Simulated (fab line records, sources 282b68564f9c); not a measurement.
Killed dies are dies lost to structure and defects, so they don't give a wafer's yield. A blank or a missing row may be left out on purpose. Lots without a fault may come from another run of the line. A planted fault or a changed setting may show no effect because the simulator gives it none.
Which tool did it? | flow rit_cmos | 14 lots, 42 wafers sampled, at 1 step of a route of 202

WHAT THE GAUGES READ, wafer by wafer
The record holds no reading of a measuring or inspecting step that can be judged against a usual standard deviation.

WHICH TOOL RAN EACH LOT (tool, then ch and the chambers of the sampled wafers, then the start)
lot  | RIT_GATE_OXIDATION_05
L636 | furnace-03 ch 0, day 2 09:32
L640 | furnace-04 ch 0, day 3 05:21
L642 | furnace-01 ch 0, day 3 22:02
L643 | furnace-04 ch 0, day 3 23:50
L644 | furnace-01, day 4 03:32
L645 | furnace-01, day 4 08:28
L651 | furnace-04 ch 0, day 5 11:03
L652 | furnace-01 ch 0, day 5 15:31
L653 | furnace-03 ch 0, day 5 21:54
L654 | furnace-04 ch 0, day 6 04:08
L655 | furnace-03 ch 0, day 6 08:00
L657 | furnace-01 ch 0, day 6 17:35
L658 | furnace-03 ch 0, day 7 00:05
L659 | furnace-01 ch 0, day 7 03:43
- RIT_GATE_OXIDATION_05: target thk 3 nm, ox time 270 s.

WHAT THE TOOLS THEMSELVES READ (means of the sampled wafers that have a number; where no wafer has one, the mark that the record gives instead)
RIT_GATE_OXIDATION_05. Usual: ox_temp_c 900.0 C, standard deviation 0.4; ox_temp_c_max 905.8, standard deviation 2.2.
lot  | tool       | ox_temp_c (C) | ox_temp_c_max | flag
L636 | furnace-03 | 899.6         | 909.7         |
L640 | furnace-04 | 900.1         | 905.9         |
L642 | furnace-01 | 900.1         | 903.0         |
L643 | furnace-04 | 900.5         | 906.4         |
L644 | furnace-01 | -             | -             | OFF
L645 | furnace-01 | -             | -             | OFF
L651 | furnace-04 | 899.8         | 905.7         |
L652 | furnace-01 | 899.9         | 902.8         |
L653 | furnace-03 | 900.0         | 907.5         |
L654 | furnace-04 | 900.1         | 906.3         |
L655 | furnace-03 | 900.2         | 908.8         |
L657 | furnace-01 | 899.9         | 902.3         |
L658 | furnace-03 | 900.1         | 909.2         |
L659 | furnace-01 | 900.0         | 902.8         |

THE ANSWER, worked out from the rows above alone
Rule: a lot is off if the mean of its wafers that have a number lies more than 3 standard deviations from the usual mean. A lot without any number at a reading at which 4 lots or more have one is off too. The other lots that the step has rows for count as sound. The gauges are gone through in route order, then the tools' own readings, and for those a lot's mean is taken as printed above. The first step at which some lot is off is used, and at that step the reading that is off furthest; a lot without a number counts as furthest.
Off: L644, L645, at RIT_GATE_OXIDATION_05 (ox_temp_c). Without a number there: L644, L645.
A tool fits if, at that step or a process step before it, it ran every lot that is off, and no sound lot after the first of them. None of those tried fits.

WHAT THE SIMULATOR HAD PUT IN
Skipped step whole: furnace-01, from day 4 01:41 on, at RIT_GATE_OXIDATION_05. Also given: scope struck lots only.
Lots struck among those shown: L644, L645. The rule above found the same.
